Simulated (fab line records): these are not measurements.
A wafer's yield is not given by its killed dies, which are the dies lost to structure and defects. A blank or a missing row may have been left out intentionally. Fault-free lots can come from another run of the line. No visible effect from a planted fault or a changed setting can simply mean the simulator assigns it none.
8D (eight disciplines) problem report, filled in by code / flow berkeley-cmos170 / the parts of the form that need people (team, actions taken, sign-off) are left out

## 1. WHAT IS WRONG
UCB170_M3_EXPOSE_12, exposure-dose-mJ-cm2: mean 25.851 on 2 wafers (1 lot); fault-free wafers 25.967, standard deviation 0.026. Relative to the usual mean, that is a shift of -4.5 standard deviations.
The step: exposes mask METAL3, target cd 700 nm.
The first sign was on wafer L742.1 at day 12 10:02, on krf-scanner-01. The record has a number at this step for 38 wafers belonging to 13 lots. Rule for "out", or "out of limits": more than 4 standard deviations from the usual mean. All remaining wafers that have a number are taken as sound.

## 2. WHAT IT IS AND WHAT IT IS NOT
question=which readings at this step | is=exposure-dose-mJ-cm2 | is not=-
question=which lots | is=L742 | is not=L731, L732, L733, L734, L736, L737, L738, L740, L741, L747, L750, L753
question=which wafers of those lots | is=all that have a number | is not=-
question=read on which tools | is=krf-scanner-01 | is not=krf-scanner-02
question=when | is=from day 12 10:02 | is not=up to then (24 sound wafers); but 12 sound wafers of L741, L747, L750, L753 came after

## 3. SUSPECTS, AND WHAT RULES EACH OUT
Counting: a tool at a process step up to the reading stays a suspect if it ran every lot that is out and no sound lot after the first of them.
- rie-diel-04 at UCB170_PWELL_ETCH_14 (etches Si3N4 in CH3F/Ar/O2, stops on SiO2, target depth 242 nm, time 151 s): kept. It ran the lot that is out, L742 (day 6 01:35), and no sound lot after that.
- krf-scanner-01 at UCB170_M3_EXPOSE_12 (exposes mask METAL3, target cd 700 nm): kept. It ran the lot that is out, L742 (day 12 10:02), and no sound lot after that; its last sound lot up to then is L738 (day 11 20:11). On those wafers its own readings are out: exposure-dose-mJ-cm2.
Left after counting: rie-diel-04 at UCB170_PWELL_ETCH_14, krf-scanner-01 at UCB170_M3_EXPOSE_12.

## 4. THE CAUSE (what the simulator had put in)
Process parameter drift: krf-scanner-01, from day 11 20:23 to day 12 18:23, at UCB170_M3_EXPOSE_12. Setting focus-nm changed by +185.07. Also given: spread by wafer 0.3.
Of the 2 suspects that counting leaves, this tool is one.

## 5. SEQUENCE OF EFFECTS, ordered by route
One row per reading whose mean, taken over the struck wafers that have a number, lies over 3 standard deviations from the usual. Scope: only readings with a usual standard deviation given in the record; hours: median across lots of the time from each lot's start at the first step in this table that gives one to its start at this step; sigmas: change in usual standard deviations.
hours=0; step=UCB170_M3_EXPOSE_12; reading=exposure-dose-mJ-cm2; usual=25.967; on struck wafers=25.851; change=-0.116; sigmas=-4.5
It contains these process steps:
- UCB170_M3_EXPOSE_12: exposes mask METAL3, target cd 700 nm.

## 6. HOW IT WOULD HAVE BEEN CAUGHT EARLIER
In this record the first reading out of limits was taken at day 12 10:02, 14 hours after the fault began at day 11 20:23.
